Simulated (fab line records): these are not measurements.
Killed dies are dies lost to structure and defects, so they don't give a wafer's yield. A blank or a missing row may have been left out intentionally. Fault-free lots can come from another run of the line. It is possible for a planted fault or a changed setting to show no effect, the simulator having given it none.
Shared-tool check -- flow berkeley cmos170 -- Sample size 14 lots and 48 wafers

THE REASON FOR OPENING IT
Of 14 lots, 2 have the reading SACOX_OXIDE_THK flagged at UCB170_SACOX_THK_MEAS_02. No-fault wafers: 14.24 nm, standard deviation 0.24.
Rule: a lot is flagged when every wafer of it that has a number lies more than 4 standard deviations from that mean, or none has a number. All remaining lots are regarded as sound.

lot,measured,on,"SACOX_OXIDE_THK (nm), wafer by wafer",flag
L132,day 5 21:41,film metro-04,14.09 14.12 14.08,
L130,day 5 21:44,film metro-02,14.28 14.11 14.40,
L131,day 5 21:46,film metro-04,14.79 14.46 14.59,
L134,day 6 16:55,film metro-02,14.15 14.06 14.13,
L135,day 6 17:03,film metro-02,14.14 14.35 14.22,
L137,day 6 19:59,film metro-02,22.79 22.73 22.14 22.83 22.72 22.13,FLAGGED
L136,day 6 21:23,film metro-04,13.83 13.75 13.93,
L138,day 7 06:22,film metro-04,14.38 14.07 14.68,
L139,day 7 06:23,film metro-02,14.17 14.34 14.11,
L140,day 8 02:42,film metro-01,22.41 22.62 22.62 22.43 22.55 22.67,FLAGGED
L150,day 9 09:02,film metro-02,13.80 14.07 14.29,
L147,day 9 09:03,film metro-04,14.17 13.99 14.31,
L148,day 9 09:05,film metro-02,14.32 13.96 14.04,
L152,day 10 03:50,film metro-02,14.24 14.14 14.28,
The numbers of the flagged lots are 22.55 nm on average: +8.31 nm against the usual, or +35 standard deviations.

EACH LOT AND THE TOOL IT RAN ON
The record keeps 1 process step preceding the reading, out of 331 steps on the route. Each cell gives the tool, then ch followed by the chambers the sampled wafers passed through, then the start.
lot,flag,UCB170_SACOX_OXIDATION_01
L132,,"furnace-04 ch 0, day 5 20:01"
L130,,"furnace-04 ch 0, day 5 20:01"
L131,,"furnace-04 ch 0, day 5 20:01"
L134,,"furnace-02 ch 0, day 6 15:15"
L135,,"furnace-02 ch 0, day 6 15:15"
L137,FLAGGED,"furnace-02 ch 0, day 6 15:15"
L136,,"furnace-03 ch 0, day 6 19:43"
L138,,"furnace-04 ch 0, day 7 04:41"
L139,,"furnace-04 ch 0, day 7 04:41"
L140,FLAGGED,"furnace-04 ch 0, day 7 21:52"
L150,,"furnace-03 ch 0, day 9 07:21"
L147,,"furnace-03 ch 0, day 9 07:21"
L148,,"furnace-03 ch 0, day 9 07:21"
L152,,"furnace-04 ch 0, day 10 02:10"
What the steps here do:
- UCB170_SACOX_OXIDATION_01: target thk 14.4 nm, ox time 2400 s.
- UCB170_SACOX_THK_MEAS_02

FLAGGED OVER TOTAL, TOOL BY TOOL (the gauges that took the reading come last)
step,tool,lots run,flagged,share of the flagged lots,sound lots run after its first flagged lot
UCB170_SACOX_OXIDATION_01,furnace-02,3,1,some,0
UCB170_SACOX_OXIDATION_01,furnace-03,4,0,none,-
UCB170_SACOX_OXIDATION_01,furnace-04,7,1,some,1 (L152)
UCB170_SACOX_THK_MEAS_02,film metro-01,1,1,some,0
UCB170_SACOX_THK_MEAS_02,film metro-02,8,1,some,"4 (L139,L150,L148,L152)"
UCB170_SACOX_THK_MEAS_02,film metro-04,5,0,none,-

WHAT IS ALLOWED BY THE TABLE
No row of the table ran every flagged lot.

WHAT HAD BEEN PUT IN BY THE SIMULATOR
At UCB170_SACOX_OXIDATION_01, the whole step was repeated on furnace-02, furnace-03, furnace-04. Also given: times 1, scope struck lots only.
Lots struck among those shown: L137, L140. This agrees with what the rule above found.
